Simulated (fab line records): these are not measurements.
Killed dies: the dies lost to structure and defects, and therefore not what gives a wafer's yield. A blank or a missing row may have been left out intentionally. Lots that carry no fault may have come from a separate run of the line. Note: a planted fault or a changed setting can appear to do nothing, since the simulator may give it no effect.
Which of the tools did it? | flow berkeley-cmos170 | 7 lots, 21 wafers sampled, at 2 steps of a route of 331

## WHAT THE GAUGES SHOWED, per wafer
UCB170_PWELL_THK_MEAS_03.
lot  | measured    | on            | PWELL_OXIDE_THK (nm)
L481 | day 3 04:56 | film-metro-01 | 26.2 26.0 26.2
L485 | day 4 02:55 | film-metro-04 | 26.4 26.5 26.5
L487 | day 4 14:35 | film-metro-02 | 26.8 26.3 26.4
L489 | day 4 19:26 | film-metro-01 | 26.3 26.2 26.3
L497 | day 6 11:57 | film-metro-04 | 26.4 26.5 26.2
L501 | day 7 12:50 | film-metro-04 | 26.8 27.0 26.5
L503 | day 7 12:57 | film-metro-04 | 27.0 27.0 26.4

## TOOL THAT RAN EACH LOT (tool first, then ch and the chambers of the sampled wafers, then the start)
lot  | UCB170_NWELL_STRIP_15
L481 | plasma-asher-04 ch 0,1, day 2 13:55
L485 | plasma-asher-02 ch 0,1, day 3 12:32
L487 | plasma-asher-03 ch 0,1, day 4 03:35
L489 | plasma-asher-04 ch 1, day 4 10:35
L497 | plasma-asher-04 ch 1, day 6 02:26
L501 | plasma-asher-03 ch 0,1, day 6 21:48
L503 | plasma-asher-02 ch 0,1, day 7 04:38
- UCB170_NWELL_STRIP_15: strips in O2.

## THE ANSWER, worked out from the rows above alone
Rule: the usual values come from the lots themselves. The widest of any qualifying gaps counts: lots, ordered by their means at a reading, are off when they make up no more than a third of the lots, leave a main group of 4 or more, and stand apart from it by 3 or more times the standard deviation of that group's means. The tables above print the reading to a certain number of digits; a main group whose means all agree to those digits is not used. Also off: a lot with no number at a reading for which 4 or more lots have one. All remaining lots with rows at the step are treated as sound.
No lot is off on any of the readings shown, so nothing can be concluded from this.

## WHAT THE SIMULATOR HAD PUT IN
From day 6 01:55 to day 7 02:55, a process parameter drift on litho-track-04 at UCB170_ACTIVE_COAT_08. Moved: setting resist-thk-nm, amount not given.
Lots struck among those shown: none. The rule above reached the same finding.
